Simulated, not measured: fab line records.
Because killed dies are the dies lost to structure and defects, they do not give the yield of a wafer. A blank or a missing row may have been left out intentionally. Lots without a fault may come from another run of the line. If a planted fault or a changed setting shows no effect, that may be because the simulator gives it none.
A struck lot beside a sound one | flow rit_cmos | 44 out of 202 route steps
Sound: wafers L654.1, L654.3, L654.4. Wafers L662.3, L662.4, L662.6 were the ones struck. The cause comes at the end.
For every step that has rows: the tool of each side, followed by ch and its chambers, followed by its first start. Under that, the readings that differ: sound wafers | struck wafers | difference of the means | sigmas: that difference in standard deviations of wafers without a fault.
alike: words and numbers the same on both sides, and readings whose means are apart by under 2 such deviations; not compared: readings that were withheld, readings missing a value for some wafer, numbers with overlapping values and no deviation given by the record, and bounds like >300 which may hide the same value.
A row with sigmas, a row that says differs or no value, or rows on one side alone: a step with any of these is where the two part. Numbers that have no deviation but don't overlap get no sigmas and don't part them. A reading that every wafer of one side lacks parts them only if that side has two wafers or more.

first, 4 steps without rows for these wafers: RIT_PLDD_SOFTBAKE_02 (time 60 s); RIT_PLDD_EXPOSE_03 (exposes mask M8, target cd 40900 nm); RIT_PLDD_PEB_04; RIT_PLDD_DEVELOP_05 (develop time 50 s).
RIT_PLDD_OVL_MEAS_06:
  struck on overlay-02, day 6 08:28; sound on overlay-01, day 4 12:43
  alike: PLDD_OVL
then, 2 steps without rows for these wafers: RIT_PLDD_HARDBAKE_07 (time 60 s); RIT_PLDD_IMPLANT_08.
RIT_PLDD_STRIP_09: strips in O2, time 180 s.
  sound on plasma_asher-03 ch 0,1, day 4 13:04; struck on plasma_asher-03 ch 0,1, day 6 08:51
  alike: drypump_motor_current_A, o2_flow_sccm
  not compared: rf_hours_counter_h
RIT_PLDD_TW_MEAS_10:
  struck on film_metro-04, day 6 08:59; sound on film_metro-04, day 4 13:14
  alike: PLDD_TW
then, 3 steps without rows for these wafers: RIT_SPACER_CLEAN_00 (cleans in SC1, time 600 s); RIT_SPACER_CLEAN_01 (cleans in dHF, time 30 s); RIT_SPACER_CLEAN_02 (cleans in SC2, time 600 s).
RIT_SPACER_CVD_03: deposits Si3N4 from SiH2Cl2/NH3, target thk 250 nm, time 3300 s.
  sound on lpcvd-01 ch 0, day 4 14:02; struck on lpcvd-02 ch 0, day 6 09:36
  reading                                  | sound             | struck            | difference | sigmas
  zone_power_source_pct (%)                | 16 16 16          | 26 26 26          | +10        | +3
  model.Si3N4_of_SPACER_CVD_03.thk_nm (nm) | 251.1 250.3 251.1 | 214.5 214.5 214.6 | -36.3      |
  alike: zone_power_centre_pct
RIT_SPACER_THK_MEAS_04:
  struck on film_metro-01, day 6 11:32; sound on film_metro-03, day 4 15:57
  reading                 | sound             | struck            | difference | sigmas
  SPACER_NITRIDE_THK (nm) | 251.2 250.5 251.1 | 214.5 214.4 214.6 | -36.4      | -15
RIT_SPACER_ETCHBACK_05: etches Si3N4 in SF6/CHF3, stops on SiO2, target depth 250 nm, time 240 s.
  sound on rie_diel-02 ch 0,2,3, day 4 16:01; struck on rie_diel-04 ch 0,3, day 6 11:35
  reading                  | sound             | struck            | difference | sigmas
  oes_product_au (a.u.)    | 0.833 0.846 0.842 | 0.737 0.744 0.738 | -0.101     | -7
  model.etch.depth_nm (nm) | 251.1 250.3 251.1 | 214.5 214.5 214.6 | -36.3      |
  alike: drypump_motor_current_A, throttle_valve_pct
  not compared: rf_hours_counter_h
then, 2 steps without rows for these wafers: RIT_NSD_HMDS_00 (prime time 60 s); RIT_NSD_COAT_01 (resist thk 1000 nm).
RIT_NSD_SOFTBAKE_02: time 61.69 s.
  sound on litho_track-03 ch 0, day 4 16:28; struck on litho_track-04 ch 0, day 6 12:13
  alike: plate_sensor_t_centre_C, plate_sensor_t_edge_C, softbake_temp_c
then, 3 steps without rows for these wafers: RIT_NSD_EXPOSE_03 (exposes mask M9, target cd 40700 nm); RIT_NSD_PEB_04; RIT_NSD_DEVELOP_05 (develop time 50 s).
RIT_NSD_OVL_MEAS_06:
  struck on overlay-01, day 6 12:43; sound on overlay-02, day 4 17:01
  alike: NSD_OVL
then, 2 steps without rows for these wafers: RIT_NSD_HARDBAKE_07 (time 60 s); RIT_NSD_IMPLANT_08.
RIT_NSD_STRIP_09: strips in O2, time 180 s.
  sound on plasma_asher-01 ch 0,1, day 4 17:21; struck on plasma_asher-02 ch 0,1, day 6 13:08
  alike: drypump_motor_current_A, o2_flow_sccm
  not compared: rf_hours_counter_h
RIT_NSD_TW_MEAS_10:
  struck on film_metro-02, day 6 13:17; sound on film_metro-03, day 4 17:31
  alike: NSD_TW
then, 6 steps without rows for these wafers: RIT_PSD_HMDS_00 (prime time 60 s); RIT_PSD_COAT_01 (resist thk 1000 nm); RIT_PSD_SOFTBAKE_02 (time 60 s); RIT_PSD_EXPOSE_03 (exposes mask M10, target cd 40900 nm); RIT_PSD_PEB_04; RIT_PSD_DEVELOP_05 (develop time 50 s).
RIT_PSD_OVL_MEAS_06:
  struck on overlay-02, day 6 14:19; sound on overlay-01, day 4 18:26
  alike: PSD_OVL
then, 2 steps without rows for these wafers: RIT_PSD_HARDBAKE_07 (time 60 s); RIT_PSD_IMPLANT_08.
RIT_PSD_STRIP_09: strips in O2, time 180 s.
  sound on plasma_asher-03 ch 0,1, day 4 18:46; struck on plasma_asher-01 ch 0,1, day 6 14:41
  alike: drypump_motor_current_A, o2_flow_sccm
  not compared: rf_hours_counter_h
RIT_PSD_TW_MEAS_10:
  struck on film_metro-04, day 6 14:50; sound on film_metro-03, day 4 18:56
  alike: PSD_TW
then, 3 steps without rows for these wafers: RIT_SDANNEAL_CLEAN_00 (cleans in SC1, time 600 s); RIT_SDANNEAL_CLEAN_01 (cleans in dHF, time 30 s); RIT_SDANNEAL_CLEAN_02 (cleans in SC2, time 600 s).
RIT_SDANNEAL_RTA_03: time 5 s.
  sound on rtp_anneal-02 ch 0, day 4 19:32; struck on rtp_anneal-02 ch 0, day 6 15:17
  alike: wafer_temp_C_max
RIT_SDANNEAL_RS_MEAS_04: a four-point-probe measurement.
  struck on film_metro-03, day 6 15:22; sound on film_metro-04, day 4 19:36
  alike: PSD_RS
RIT_SILICIDE_WET_ETCH_00: etches SiO2 in BOE, target depth 14 nm, time 15 s.
  sound on wet_bench-03 ch 2, day 4 20:05; struck on wet_bench-01 ch 0, day 6 15:48
  reading                                  | sound             | struck            | difference | sigmas
  model.Si3N4_of_SPACER_CVD_03.thk_nm (nm) | 196.9 194.9 195.2 | 167.8 168.2 168.3 | -27.6      |
RIT_M1_PROBE_99:
  struck on prober-02, day 6 22:59; sound on prober-02, day 5 04:21
  reading                             | sound             | struck            | difference | sigmas
  model.etest.nmos_0p15.r_on_ohm_um   | 1118 1114 1149    | 1258 1240 1235    | +117       |
  model.etest.nmos_0p3.r_on_ohm_um    | 2200 2179 2206    | 2257 2216 2249    | +46        |
  model.etest.pplus_sal.width_nm (nm) | 3382 3434 3440    | 3476 3473 3491    | +61        |
  model.etest.nplus_sal.width_nm (nm) | 3397 3434 3413    | 3476 3455 3466    | +51        |
  model.etest.pwell_pinched.rs_ohm_sq | 449.7 456.6 455.1 | 481.3 476.4 478.5 | +24.9      |
  model.etest.nwell_pinched.rs_ohm_sq | 338.3 344.8 346.8 | 359.4 357.7 360.2 | +15.8      |
  alike: killed_at_M0_to_M3, killed_at_contacts, killed_at_front_end, killed_dies, killed_open, killed_short
  not compared: model.etest.pmos_turned.r_on_ohm_um, model.etest.pmos_0p15.r_on_ohm_um

## WHERE THEY PART
First at RIT_SPACER_CVD_03; last, within this record, at RIT_SPACER_ETCHBACK_05. Later steps at which nothing parts them and some readings are alike: RIT_NSD_SOFTBAKE_02, RIT_NSD_OVL_MEAS_06, RIT_NSD_STRIP_09, RIT_NSD_TW_MEAS_10, RIT_PSD_OVL_MEAS_06, RIT_PSD_STRIP_09, RIT_PSD_TW_MEAS_10, RIT_SDANNEAL_RTA_03, RIT_SDANNEAL_RS_MEAS_04, RIT_M1_PROBE_99.

WHY: the cause the simulator had injected
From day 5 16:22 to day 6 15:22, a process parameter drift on lpcvd-02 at RIT_SPACER_CVD_03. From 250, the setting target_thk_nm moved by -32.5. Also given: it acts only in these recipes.
